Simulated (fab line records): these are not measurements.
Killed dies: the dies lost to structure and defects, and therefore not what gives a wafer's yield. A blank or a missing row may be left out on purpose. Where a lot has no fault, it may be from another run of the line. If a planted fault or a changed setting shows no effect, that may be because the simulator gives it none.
fab line records -- flow ritCmos
record lots=14, wafers=42, lastDay=7
route steps=202 shown SPACER@129 SILICIDE@162 M1@198
lots with no fault: from the same line, run without faults
startH: hours from the record's first day to the start of the lot's first wafer shown -- waitH: hours since the lot's step before -- " as in the row above -- L1.1+2: several wafers, shown together as one row -- - no value, or no start was given -- * or withheld: withheld -- < > ~ a bound
route shown NAME@n: NAME is a module with steps in the file, n the number in the route of the first one -- usual: average and standard deviation across the fault-free wafers -- same: alike in all rows -- chamber/n: place in a boat -- sites: each site's reading -- _std_site: their standard deviation -- _edge_site: inner sites' mean taken away from outer sites' mean -- radiusMm: how far each site lies from the wafer's centre -- mask NAME#n: copy n -- behind: the last tool/chamber to shape the wafer -- hold: why the lot went on hold/how many hours it stayed there/how the hold came to an end -- device: the n, p or np transistor that did not switch -- end of line: tests of these same wafers at the route's end -- for a step that has no rows: nothing shown but its recipe -- killed: dies that structure and defects cost at the first sort, which is not the same as the wafer's yield -- map: dies across one wafer; x = killed, . = not, _ = none there
set.NAME: the setting as run; set.NAME@STEP: as run at that earlier step -- model.NAME: the simulator's own value behind a step, which no gauge read
a sample of lots followed through the steps of the route, with each step as a table and each wafer as a row
services: when a tool's chamber went out of use (startH, in hours from the record's first day, below 0 if earlier), for how many hours, and the reason
## steps
# step RIT_SPACER_THK_MEAS_04
# recipe reads=Si3N4_of_SPACER_CVD_03
# usual SPACER_NITRIDE_THK=250.2/2.2
lot.wafer,tool,chamber,startH,waitH,SPACER_NITRIDE_THK[nm]
L597.3,filmMetro-04,-,46.78,0.0,250.8
L597.4,filmMetro-04,-,46.78,0.0,250.1
L597.5,filmMetro-04,-,46.78,0.0,249.9
L599.1,filmMetro-02,-,55.47,0.0,248.9
L599.2,filmMetro-02,-,55.47,0.0,249.9
L599.6,filmMetro-02,-,55.47,0.0,247.8
L600.1,filmMetro-02,-,60.73,0.0,253.3
L600.3,filmMetro-02,-,60.73,0.0,250.9
L600.5,filmMetro-02,-,60.73,0.0,253.2
L601.2,filmMetro-03,-,67.14,0.0,249.9
L601.4,filmMetro-03,-,67.14,0.0,249.3
L601.5,filmMetro-03,-,67.14,0.0,247.9
L602.1,filmMetro-03,-,71.73,0.0,247.5
L602.2,filmMetro-03,-,71.73,0.0,246.1
L602.6,filmMetro-03,-,71.73,0.0,245.9
L609.3,filmMetro-03,-,108.40,0.0,249.3
L609.4,filmMetro-03,-,108.40,0.0,246.5
L609.5,filmMetro-03,-,108.40,0.0,247.0
L611.1,filmMetro-04,-,115.94,0.0,252.0
L611.2,filmMetro-04,-,115.94,0.0,253.1
L611.6,filmMetro-04,-,115.94,0.0,251.4
L612.1,filmMetro-02,-,120.86,0.0,254.5
L612.3,filmMetro-02,-,120.86,0.0,252.0
L612.6,filmMetro-02,-,120.86,0.0,250.7
L614.4,filmMetro-02,-,131.77,0.0,254.4
L614.5,filmMetro-02,-,131.77,0.0,252.4
L614.6,filmMetro-02,-,131.77,0.0,253.3
L615.3,filmMetro-03,-,136.94,0.0,254.9
L615.5,filmMetro-03,-,136.94,0.0,252.7
L615.6,filmMetro-03,-,136.94,0.0,252.7
L616.4,filmMetro-03,-,140.48,0.0,253.1
L616.5,filmMetro-03,-,140.48,0.0,252.5
L616.6,filmMetro-03,-,140.48,0.0,252.8
L617.2,filmMetro-02,-,146.11,0.0,251.4
L617.3,filmMetro-02,-,146.11,0.0,249.9
L617.4,filmMetro-02,-,146.11,0.0,252.0
L618.1,filmMetro-02,-,151.45,0.0,251.2
L618.4,filmMetro-02,-,151.45,0.0,250.0
L618.6,filmMetro-02,-,151.45,0.0,250.6
L619.4,filmMetro-04,-,155.98,0.0,246.9
L619.5,filmMetro-04,-,155.98,0.0,246.7
L619.6,filmMetro-04,-,155.98,0.0,248.0
# step RIT_SILICIDE_SPUTTER_01
# recipe material=Ti, targetThkNm=30, powerW=350, chamberPressurePa=0.667, gas=Ar, timeS=240, substrateTempC=25
# usual throttleValvePct=29.8/0.93
lot.wafer,tool,chamber,startH,waitH,throttleValvePct
L597.3,pvdSputter-01,-,50.87,0.0,30.7
L597.4,pvdSputter-01,-,50.87,0.0,29.3
L597.5,pvdSputter-01,-,50.87,0.0,30.4
L599.1,pvdSputter-01,-,59.77,0.0,30.9
L599.2,pvdSputter-01,-,59.77,0.0,30.2
L599.6,pvdSputter-01,-,59.77,0.0,29.2
L600.1,pvdSputter-01,-,64.84,0.0,30.2
L600.3,pvdSputter-01,-,64.84,0.0,30.7
L600.5,pvdSputter-01,-,64.84,0.0,29.6
L601.2,pvdSputter-02,-,71.22,0.0,30.8
L601.4,pvdSputter-02,-,71.22,0.0,30.0
L601.5,pvdSputter-02,-,71.22,0.0,30.9
L602.1,pvdSputter-01,-,75.70,0.0,29.3
L602.2,pvdSputter-01,-,75.70,0.0,30.4
L602.6,pvdSputter-01,-,75.70,0.0,30.3
L609.3,pvdSputter-02,-,112.79,0.0,27.9
L609.4,pvdSputter-02,-,112.79,0.0,29.5
L609.5,pvdSputter-02,-,112.79,0.0,27.7
L611.1,pvdSputter-02,-,120.47,0.0,29.2
L611.2,pvdSputter-02,-,120.47,0.0,27.7
L611.6,pvdSputter-02,-,120.47,0.0,29.5
L612.1,pvdSputter-03,-,125.19,0.0,30.1
L612.3,pvdSputter-03,-,125.19,0.0,29.0
L612.6,pvdSputter-03,-,125.19,0.0,31.5
L614.4,pvdSputter-02,-,135.84,0.0,30.1
L614.5,pvdSputter-02,-,135.84,0.0,30.0
L614.6,pvdSputter-02,-,135.84,0.0,29.2
L615.3,pvdSputter-01,-,141.02,0.0,29.5
L615.5,pvdSputter-01,-,141.02,0.0,30.7
L615.6,pvdSputter-01,-,141.02,0.0,29.5
L616.4,pvdSputter-02,-,144.55,0.0,29.2
L616.5,pvdSputter-02,-,144.55,0.0,30.6
L616.6,pvdSputter-02,-,144.55,0.0,28.9
L617.2,pvdSputter-01,-,150.32,0.0,31.0
L617.3,pvdSputter-01,-,150.32,0.0,29.2
L617.4,pvdSputter-01,-,150.32,0.0,30.5
L618.1,pvdSputter-02,-,155.60,0.0,30.0
L618.4,pvdSputter-02,-,155.60,0.0,31.0
L618.6,pvdSputter-02,-,155.60,0.0,30.9
L619.4,pvdSputter-01,-,160.09,0.0,29.5
L619.5,pvdSputter-01,-,160.09,0.0,29.5
L619.6,pvdSputter-01,-,160.09,0.0,30.8
# step RIT_SILICIDE_RS_MEAS_02
# recipe thkMeasGauge=four-point-probe, reads=Ti_of_SILICIDE_SPUTTER_01
# usual SILICIDE_TI_RS=47.5/0.74
lot.wafer,tool,chamber,startH,waitH,SILICIDE_TI_RS[ohm/sq]
L597.3,filmMetro-03,-,51.06,0.1,47.5
L597.4,filmMetro-03,-,51.06,0.1,47.7
L597.5,filmMetro-03,-,51.06,0.1,47.4
L599.1,filmMetro-03,-,59.92,0.1,48.0
L599.2,filmMetro-03,-,59.92,0.1,47.1
L599.6,filmMetro-03,-,59.92,0.1,48.8
L600.1,filmMetro-03,-,64.99,0.1,78.7
L600.3,filmMetro-03,-,64.99,0.1,48.2
L600.5,filmMetro-03,-,64.99,0.1,48.3
L601.2,filmMetro-01,-,71.39,0.1,47.4
L601.4,filmMetro-01,-,71.39,0.1,48.1
L601.5,filmMetro-01,-,71.39,0.1,47.4
L602.1,filmMetro-01,-,75.85,0.1,48.5
L602.2,filmMetro-01,-,75.85,0.1,78.0
L602.6,filmMetro-01,-,75.85,0.1,79.1
L609.3,filmMetro-02,-,112.98,0.1,46.3
L609.4,filmMetro-02,-,112.98,0.1,47.5
L609.5,filmMetro-02,-,112.98,0.1,46.8
L611.1,filmMetro-03,-,120.62,0.1,46.9
L611.2,filmMetro-03,-,120.62,0.1,46.8
L611.6,filmMetro-03,-,120.62,0.1,47.0
L612.1,filmMetro-03,-,125.34,0.1,47.1
L612.3,filmMetro-03,-,125.34,0.1,46.9
L612.6,filmMetro-03,-,125.34,0.1,48.5
L614.4,filmMetro-03,-,136.05,0.1,46.9
L614.5,filmMetro-03,-,136.05,0.1,46.9
L614.6,filmMetro-03,-,136.05,0.1,46.2
L615.3,filmMetro-02,-,141.21,0.1,47.9
L615.5,filmMetro-02,-,141.21,0.1,47.5
L615.6,filmMetro-02,-,141.21,0.1,48.0
L616.4,filmMetro-01,-,144.76,0.1,47.2
L616.5,filmMetro-01,-,144.76,0.1,47.1
L616.6,filmMetro-01,-,144.76,0.1,47.0
L617.2,filmMetro-02,-,150.49,0.1,46.7
L617.3,filmMetro-02,-,150.49,0.1,47.9
L617.4,filmMetro-02,-,150.49,0.1,46.4
L618.1,filmMetro-01,-,155.75,0.1,47.3
L618.4,filmMetro-01,-,155.75,0.1,47.2
L618.6,filmMetro-01,-,155.75,0.1,47.3
L619.4,filmMetro-01,-,160.30,0.1,46.6
L619.5,filmMetro-01,-,160.30,0.1,46.7
L619.6,filmMetro-01,-,160.30,0.1,46.2
# step RIT_SILICIDE_THK_MEAS_03
# recipe thkMeasGauge=xrf, reads=Ti_of_SILICIDE_SPUTTER_01
# usual SILICIDE_TI_THK=30.3/0.41
lot.wafer,tool,chamber,startH,waitH,SILICIDE_TI_THK[nm]
L597.3,filmMetro-03,-,51.16,0.1,30.4
L597.4,filmMetro-03,-,51.16,0.1,30.3
L597.5,filmMetro-03,-,51.16,0.1,30.4
L599.1,filmMetro-03,-,60.04,0.1,30.2
L599.2,filmMetro-03,-,60.04,0.1,30.7
L599.6,filmMetro-03,-,60.04,0.1,29.8
L600.1,filmMetro-03,-,65.11,0.1,20.4
L600.3,filmMetro-03,-,65.11,0.1,30.0
L600.5,filmMetro-03,-,65.11,0.1,29.9
L601.2,filmMetro-01,-,71.50,0.1,30.5
L601.4,filmMetro-01,-,71.50,0.1,29.9
L601.5,filmMetro-01,-,71.50,0.1,30.4
L602.1,filmMetro-01,-,75.97,0.1,29.6
L602.2,filmMetro-01,-,75.97,0.1,20.5
L602.6,filmMetro-01,-,75.97,0.1,20.2
L609.3,filmMetro-02,-,113.08,0.1,30.9
L609.4,filmMetro-02,-,113.08,0.1,30.2
L609.5,filmMetro-02,-,113.08,0.1,30.6
L611.1,filmMetro-03,-,120.74,0.1,30.7
L611.2,filmMetro-03,-,120.74,0.1,30.9
L611.6,filmMetro-03,-,120.74,0.1,30.8
L612.1,filmMetro-03,-,125.46,0.1,30.4
L612.3,filmMetro-03,-,125.46,0.1,30.7
L612.6,filmMetro-03,-,125.46,0.1,30.1
L614.4,filmMetro-03,-,136.14,0.1,30.7
L614.5,filmMetro-03,-,136.14,0.1,30.6
L614.6,filmMetro-03,-,136.14,0.1,31.0
L615.3,filmMetro-02,-,141.31,0.1,30.0
L615.5,filmMetro-02,-,141.31,0.1,30.1
L615.6,filmMetro-02,-,141.31,0.1,30.0
L616.4,filmMetro-01,-,144.85,0.1,30.4
L616.5,filmMetro-01,-,144.85,0.1,30.5
L616.6,filmMetro-01,-,144.85,0.1,30.5
L617.2,filmMetro-02,-,150.60,0.1,30.6
L617.3,filmMetro-02,-,150.60,0.1,30.0
L617.4,filmMetro-02,-,150.60,0.1,30.6
L618.1,filmMetro-01,-,155.87,0.1,30.4
L618.4,filmMetro-01,-,155.87,0.1,30.3
L618.6,filmMetro-01,-,155.87,0.1,30.3
L619.4,filmMetro-01,-,160.39,0.1,30.7
L619.5,filmMetro-01,-,160.39,0.1,30.8
L619.6,filmMetro-01,-,160.39,0.1,30.9
# step RIT_M1_STRIP_14
# recipe chemistry=O2, timeS=180, platenTempC=withheld, powerW=500, pressureMtorr=4000, o2FlowSccm=4000
# usual drypumpMotorCurrentA=5.5/0.45
lot.wafer,tool,chamber,startH,waitH,drypumpMotorCurrentA,rfHoursCounterH
L597.3,plasmaAsher-01,0,56.11,0.1,6.3,-
L597.4,plasmaAsher-01,1,56.11,0.1,5.2,-
L597.5,plasmaAsher-01,0,56.11,0.1,6.3,-
L599.1,plasmaAsher-01,1,64.72,0.0,5.2,43
L599.2,plasmaAsher-01,0,64.72,0.0,6.3,43
L599.6,plasmaAsher-01,1,64.72,0.0,5.2,-
L600.1,plasmaAsher-04,1,69.93,0.0,5.0,42
L600.3,plasmaAsher-04,0,69.93,0.0,5.4,-
L600.5,plasmaAsher-04,1,69.93,0.0,5.0,-
L601.2,plasmaAsher-01,1,76.19,0.0,5.2,45
L601.4,plasmaAsher-01,1,76.19,0.0,5.2,-
L601.5,plasmaAsher-01,0,76.19,0.0,6.3,-
L602.1,plasmaAsher-01,1,80.66,0.0,5.2,45
L602.2,plasmaAsher-01,0,80.66,0.0,6.3,45
L602.6,plasmaAsher-01,1,80.66,0.0,5.2,-
L609.3,plasmaAsher-04,0,118.04,0.1,5.4,-
L609.4,plasmaAsher-04,1,118.04,0.1,5.0,-
L609.5,plasmaAsher-04,1,118.04,0.1,5.0,-
L611.1,plasmaAsher-01,1,125.63,0.0,5.2,50
L611.2,plasmaAsher-01,0,125.63,0.0,6.3,50
L611.6,plasmaAsher-01,1,125.63,0.0,5.2,-
L612.1,plasmaAsher-01,1,130.28,0.0,5.2,50
L612.3,plasmaAsher-01,1,130.28,0.0,5.2,-
L612.6,plasmaAsher-01,1,130.28,0.0,5.2,-
L614.4,plasmaAsher-04,1,140.99,0.1,5.0,-
L614.5,plasmaAsher-04,1,140.99,0.1,5.0,-
L614.6,plasmaAsher-04,0,140.99,0.1,5.4,-
L615.3,plasmaAsher-04,0,146.15,0.1,5.4,-
L615.5,plasmaAsher-04,1,146.15,0.1,5.0,-
L615.6,plasmaAsher-04,0,146.15,0.1,5.4,-
L616.4,plasmaAsher-04,0,149.80,0.1,5.4,-
L616.5,plasmaAsher-04,1,149.80,0.1,5.0,-
L616.6,plasmaAsher-04,0,149.80,0.1,5.4,-
L617.2,plasmaAsher-04,1,155.32,0.0,5.0,51
L617.3,plasmaAsher-04,1,155.32,0.0,5.0,-
L617.4,plasmaAsher-04,0,155.32,0.0,5.4,-
L618.1,plasmaAsher-01,1,160.58,0.0,5.2,53
L618.4,plasmaAsher-01,0,160.58,0.0,6.3,-
L618.6,plasmaAsher-01,1,160.58,0.0,5.2,-
L619.4,plasmaAsher-03,0,165.11,0.1,5.5,-
L619.5,plasmaAsher-03,1,165.11,0.1,6.0,-
L619.6,plasmaAsher-03,0,165.11,0.1,5.5,-
# step RIT_M1_PROBE_99
# usual killed_at_M0_to_M3=0.0/0.12, killedAtContacts=0.1/0.35, killedAtFrontEnd=6.6/2.7, killedDies=6.7/2.8, killedOpen=3.4/2.1, killedShort=3.3/1.8
# same grossDies=264, killed_at_M4_up=0, killedAtBackSide=0, killedAtOther=0
lot.wafer,tool,chamber,startH,waitH,killed_at_M0_to_M3,killedAtContacts,killedAtFrontEnd,killedDies,killedOpen,killedShort
L597.3,prober-02,-,58.07,0.2,0,0,6,6,3,3
L597.4,prober-02,-,58.12,0.2,0,0,6,6,3,3
L597.5,prober-02,-,58.17,0.2,0,0,7,7,5,2
L599.1,prober-02,-,66.64,0.1,0,0,4,4,1,3
L599.2,prober-02,-,66.69,0.1,0,0,8,8,1,7
L599.6,prober-02,-,66.89,0.2,0,0,5,5,1,4
L600.1,prober-01,-,71.84,0.1,0,0,3,3,1,2
L600.3,prober-01,-,71.94,0.2,0,0,1,1,0,1
L600.5,prober-01,-,72.04,0.2,0,0,10,10,5,5
L601.2,prober-02,-,78.50,0.1,0,1,7,8,6,2
L601.4,prober-02,-,78.60,0.2,0,0,4,4,3,1
L601.5,prober-02,-,78.65,0.2,0,0,9,9,6,3
L602.1,prober-01,-,82.58,0.1,0,0,5,5,2,3
L602.2,prober-01,-,82.63,0.1,0,0,1,1,1,0
L602.6,prober-01,-,82.83,0.2,0,0,2,2,1,1
L609.3,prober-02,-,120.15,0.2,0,0,8,8,4,4
L609.4,prober-02,-,120.20,0.2,1,0,2,3,0,3
L609.5,prober-02,-,120.25,0.2,0,0,10,10,8,2
L611.1,prober-02,-,128.67,0.1,0,0,6,6,4,2
L611.2,prober-02,-,128.72,0.1,0,0,8,8,4,4
L611.6,prober-02,-,128.92,0.2,0,0,4,4,1,3
L612.1,prober-01,-,132.20,0.1,0,0,8,8,3,5
L612.3,prober-01,-,132.30,0.2,0,0,12,12,6,6
L612.6,prober-01,-,132.45,0.2,0,0,7,7,4,3
L614.4,prober-01,-,143.04,0.2,0,0,9,9,6,3
L614.5,prober-01,-,143.09,0.2,0,0,6,6,4,2
L614.6,prober-01,-,143.14,0.2,0,0,4,4,3,1
L615.3,prober-02,-,148.11,0.2,0,0,5,5,2,3
L615.5,prober-02,-,148.21,0.2,0,0,3,3,2,1
L615.6,prober-02,-,148.26,0.2,0,1,6,7,2,5
L616.4,prober-01,-,151.81,0.2,0,1,8,9,4,5
L616.5,prober-01,-,151.86,0.2,0,0,7,7,4,3
L616.6,prober-01,-,151.91,0.2,0,0,4,4,3,1
L617.2,prober-02,-,157.28,0.1,0,0,10,10,5,5
L617.3,prober-02,-,157.33,0.2,0,0,8,8,5,3
L617.4,prober-02,-,157.38,0.2,0,0,11,11,5,6
L618.1,prober-01,-,163.67,0.1,0,0,9,9,8,1
L618.4,prober-01,-,163.82,0.2,0,0,8,8,4,4
L618.6,prober-01,-,163.92,0.2,0,0,6,6,4,2
L619.4,prober-02,-,170.04,0.2,0,0,2,2,1,1
L619.5,prober-02,-,170.09,0.2,0,0,4,4,3,1
L619.6,prober-02,-,170.14,0.2,0,0,11,11,8,3
# killed by level:class
L597.3 GATE:geometricParticle:short=2 FOX1:geometricParticle:open=1 GATE:geometricParticle:open=1 SILICIDE:geometricParticle:short=1 SILICIDE:geometricParticle:open=1
L597.4 GATE:geometricParticle:open=2 REOX:geometricParticle:short=2 SPACER:geometricParticle:open=1 SILICIDE:geometricParticle:short=1
L597.5 GATE:geometricParticle:open=3 FOX1:geometricParticle:open=1 GATE:geometricParticle:short=1 REOX:geometricParticle:open=1 SPACER:geometricParticle:short=1
L599.1 FOX1:geometricParticle:short=1 GATE:geometricParticle:open=1 REOX:geometricParticle:short=1 SILICIDE:geometricParticle:short=1
L599.2 REOX:geometricParticle:short=4 FOX1:geometricParticle:short=2 GATE:geometricParticle:short=1 GATE:geometricParticle:open=1
L599.6 FOX1:geometricParticle:short=2 GATE:geometricParticle:short=1 GATE:geometricParticle:open=1 SPACER:geometricParticle:short=1
L600.1 REOX:geometricParticle:short=2 REOX:geometricParticle:open=1
L600.3 SILICIDE:geometricParticle:short=1
L600.5 GATE:geometricParticle:short=2 SPACER:geometricParticle:open=2 SILICIDE:geometricParticle:short=2 FOX2:geometricParticle:open=1 GATE:geometricParticle:open=1 SPACER:geometricParticle:short=1 SILICIDE:geometricParticle:open=1
L601.2 GATE:geometricParticle:open=2 FOX1:geometricParticle:open=1 FOX2:geometricParticle:short=1 GATE:geometricParticle:short=1 REOX:geometricParticle:open=1 SPACER:geometricParticle:open=1 CONTACT:geometricParticle:open=1
L601.4 GATE:geometricParticle:open=3 SILICIDE:geometricParticle:short=1
L601.5 GATE:geometricParticle:open=5 GATE:geometricParticle:short=1 REOX:geometricParticle:short=1 SPACER:geometricParticle:short=1 SILICIDE:geometricParticle:open=1
L602.1 GATE:geometricParticle:short=2 FOX2:geometricParticle:open=1 FOX2:geometricParticle:short=1 REOX:geometricParticle:open=1
L602.2 FOX1:geometricParticle:open=1
L602.6 FOX2:geometricParticle:open=1 SILICIDE:geometricParticle:short=1
L609.3 GATE:geometricParticle:open=4 SILICIDE:geometricParticle:short=2 REOX:geometricParticle:short=1 SPACER:geometricParticle:short=1
L609.4 GATE:geometricParticle:short=1 SILICIDE:geometricParticle:short=1 M1:geometricParticle:short=1
L609.5 GATE:geometricParticle:open=4 FOX2:geometricParticle:open=1 FOX2:geometricParticle:short=1 GATE:geometricParticle:short=1 REOX:geometricParticle:open=1 SPACER:geometricParticle:open=1 SILICIDE:geometricParticle:open=1
L611.1 SILICIDE:geometricParticle:open=2 FOX1:geometricParticle:short=1 FOX2:geometricParticle:open=1 GATE:geometricParticle:open=1 REOX:geometricParticle:short=1
L611.2 GATE:geometricParticle:short=3 REOX:geometricParticle:open=2 FOX2:geometricParticle:short=1 GATE:geometricParticle:open=1 SILICIDE:geometricParticle:open=1
L611.6 FOX1:geometricParticle:short=1 GATE:geometricParticle:open=1 GATE:geometricParticle:short=1 SPACER:geometricParticle:short=1
L612.1 GATE:geometricParticle:short=3 FOX1:geometricParticle:open=2 FOX1:geometricParticle:short=2 REOX:geometricParticle:open=1
L612.3 GATE:geometricParticle:short=3 FOX1:geometricParticle:open=2 REOX:geometricParticle:short=2 REOX:geometricParticle:open=2 FOX2:geometricParticle:short=1 GATE:geometricParticle:open=1 SPACER:geometricParticle:open=1
L612.6 FOX1:geometricParticle:open=2 FOX1:geometricParticle:short=2 GATE:geometricParticle:open=1 REOX:geometricParticle:short=1 SILICIDE:geometricParticle:open=1
L614.4 GATE:geometricParticle:open=6 GATE:geometricParticle:short=2 REOX:geometricParticle:short=1
L614.5 GATE:geometricParticle:open=2 REOX:geometricParticle:open=1 REOX:geometricParticle:short=1 SILICIDE:geometricParticle:open=1 SILICIDE:geometricParticle:short=1
L614.6 FOX1:geometricParticle:open=2 GATE:geometricParticle:short=1 SILICIDE:geometricParticle:open=1
L615.3 FOX1:geometricParticle:short=2 FOX2:geometricParticle:open=2 FOX2:geometricParticle:short=1
L615.5 FOX1:geometricParticle:open=1 GATE:geometricParticle:short=1 SPACER:geometricParticle:open=1
L615.6 SPACER:geometricParticle:short=2 FOX1:geometricParticle:open=1 GATE:geometricParticle:open=1 REOX:geometricParticle:short=1 SILICIDE:geometricParticle:short=1 CONTACT:geometricParticle:short=1
L616.4 GATE:geometricParticle:open=4 FOX1:geometricParticle:short=1 GATE:geometricParticle:short=1 REOX:geometricParticle:short=1 SILICIDE:geometricParticle:short=1 CONTACT:geometricParticle:short=1
L616.5 SPACER:geometricParticle:open=2 FOX1:geometricParticle:open=1 GATE:geometricParticle:short=1 REOX:geometricParticle:short=1 REOX:geometricParticle:open=1 SPACER:geometricParticle:short=1
L616.6 FOX1:geometricParticle:open=1 GATE:geometricParticle:open=1 REOX:geometricParticle:short=1 SPACER:geometricParticle:open=1
L617.2 SPACER:geometricParticle:open=3 FOX2:geometricParticle:short=2 ACTIVE:geometricParticle:short=1 GATE:geometricParticle:open=1 REOX:geometricParticle:short=1 SPACER:geometricParticle:short=1 SILICIDE:geometricParticle:open=1
L617.3 GATE:geometricParticle:open=2 GATE:geometricParticle:short=2 SPACER:geometricParticle:open=2 REOX:geometricParticle:short=1 SILICIDE:geometricParticle:open=1
L617.4 GATE:geometricParticle:short=4 GATE:geometricParticle:open=4 REOX:geometricParticle:short=1 SPACER:geometricParticle:open=1 SILICIDE:geometricParticle:short=1
L618.1 SPACER:geometricParticle:open=3 FOX2:geometricParticle:open=2 SILICIDE:geometricParticle:open=2 GATE:geometricParticle:short=1 GATE:geometricParticle:open=1
L618.4 FOX2:geometricParticle:short=2 GATE:geometricParticle:short=2 FOX1:geometricParticle:open=1 FOX2:geometricParticle:open=1 GATE:geometricParticle:open=1 SPACER:geometricParticle:open=1
L618.6 FOX1:geometricParticle:open=1 GATE:geometricParticle:open=1 GATE:geometricParticle:short=1 REOX:geometricParticle:short=1 SPACER:geometricParticle:open=1 SILICIDE:geometricParticle:open=1
L619.4 GATE:geometricParticle:short=1 GATE:geometricParticle:open=1
L619.5 FOX1:geometricParticle:open=2 GATE:geometricParticle:short=1 REOX:geometricParticle:open=1
L619.6 GATE:geometricParticle:open=7 FOX1:geometricParticle:short=1 GATE:geometricParticle:short=1 REOX:geometricParticle:open=1 SILICIDE:geometricParticle:short=1
## services
tool,chamber,startH,hours,kind
pvdSputter-02,-,58.01,7.9,repair
pvdSputter-02,-,79.80,1.2,repair
pvdSputter-01,-,93.62,1.8,repair
plasmaAsher-01,-,102.22,7.6,repair
plasmaAsher-03,-,108.75,9.0,pm
plasmaAsher-03,0,108.75,9.0,ventCycle
plasmaAsher-03,1,108.75,9.0,ventCycle
pvdSputter-01,-,116.20,13.3,repair
plasmaAsher-03,0,117.75,-,clean
plasmaAsher-03,1,117.75,-,clean
pvdSputter-01,-,135.10,1.4,repair
plasmaAsher-03,-,150.44,2.8,pm
## key
firstSign step=RIT_SILICIDE_RS_MEAS_02, reading=SILICIDE_TI_RS, direction=up, sigmas=42, usual=47.5, struck=78.6
effect step=RIT_SILICIDE_THK_MEAS_03, reading=SILICIDE_TI_THK, direction=down, sigmas=25, usual=30.3, struck=20.3
metAt RIT_SILICIDE_SPUTTER_01
struckLots L600,L602
struckWafers L600.1,L602.2,L602.6
testerLeftOut L600,L602
notActingAt RIT_SPACER_THK_MEAS_04,RIT_M1_STRIP_14
onsetBetween 59.77 64.84
fault kind=processParameterDrift, tool=pvdSputter-01, chamber=-, onsetH=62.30, steps=RIT_SILICIDE_SPUTTER_01, channel=targetThkNm, offset=-9.8043, shape=step, endH=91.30, actsIn=theseRecipesOnly, stated=30, scope=struckWafersOnly
# testerLeftOut: of these lots the tester's yield and bins aren't shown, on N5 and GAA mostly nor the transistor test; their killed dies are dies lost to structure and defects alone, not to doping, threshold or leakage, so they don't give the yield
